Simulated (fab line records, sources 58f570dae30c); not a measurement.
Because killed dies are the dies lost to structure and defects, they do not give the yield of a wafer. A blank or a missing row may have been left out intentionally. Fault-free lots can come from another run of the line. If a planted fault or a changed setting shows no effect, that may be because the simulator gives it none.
Which tool did it? + flow berkeley-cmos170 + Sampling: 7 lots, 21 wafers, 2 of 331 route steps

== WHAT EACH GAUGE READ, for each wafer ==
UCB170_NVT_OVL_MEAS_06.
| lot  | measured    | on         | NVT_OVL (nm) |
|------|-------------|------------|--------------|
| L408 | day 6 07:07 | overlay-02 | 4 6 5        |
| L411 | day 6 06:40 | overlay-02 | 2 3 2        |
| L414 | day 7 09:19 | overlay-02 | 4 9 8        |
| L415 | day 7 09:23 | overlay-02 | -3 1 0       |
| L420 | day 8 12:03 | overlay-02 | 6 5 5        |
| L427 | day 9 15:10 | overlay-01 | 3 4 4        |
| L426 | day 9 14:41 | overlay-01 | 4 1 6        |

== TOOL THAT RAN EACH LOT (tool first, then ch and the chambers of the sampled wafers, then the start) ==
| lot  | UCB170_PFIELD_STRIP_08              |
|------|-------------------------------------|
| L408 | plasma-asher-04 ch 0,1, day 5 04:29 |
| L411 | plasma-asher-02 ch 0,1, day 5 06:12 |
| L414 | plasma-asher-02 ch 0,1, day 6 06:11 |
| L415 | plasma-asher-04 ch 0,1, day 6 07:01 |
| L420 | plasma-asher-02 ch 0, day 7 09:45   |
| L427 | plasma-asher-02 ch 0,1, day 8 12:23 |
| L426 | plasma-asher-02 ch 0,1, day 8 13:25 |
- UCB170_PFIELD_STRIP_08: strips in O2.

== THE ANSWER, worked out from the rows above alone ==
Rule: what is usual is taken from the lots themselves. Put in order of their means at a reading, lots are off if they are a third of the lots or fewer, leave a main group of 4 or more, and stand apart from it by a gap of 3 or more times the standard deviation of the main group's means; of several such gaps the widest counts. A main group is skipped when, at the precision printed for the reading in the tables above, its means are all equal. A lot without any number at a reading at which 4 lots or more have one is off too. All remaining lots with rows at the step are treated as sound.
None of the lots is off at any reading shown; this tells nothing.

== WHAT THE SIMULATOR HAD PUT IN ==
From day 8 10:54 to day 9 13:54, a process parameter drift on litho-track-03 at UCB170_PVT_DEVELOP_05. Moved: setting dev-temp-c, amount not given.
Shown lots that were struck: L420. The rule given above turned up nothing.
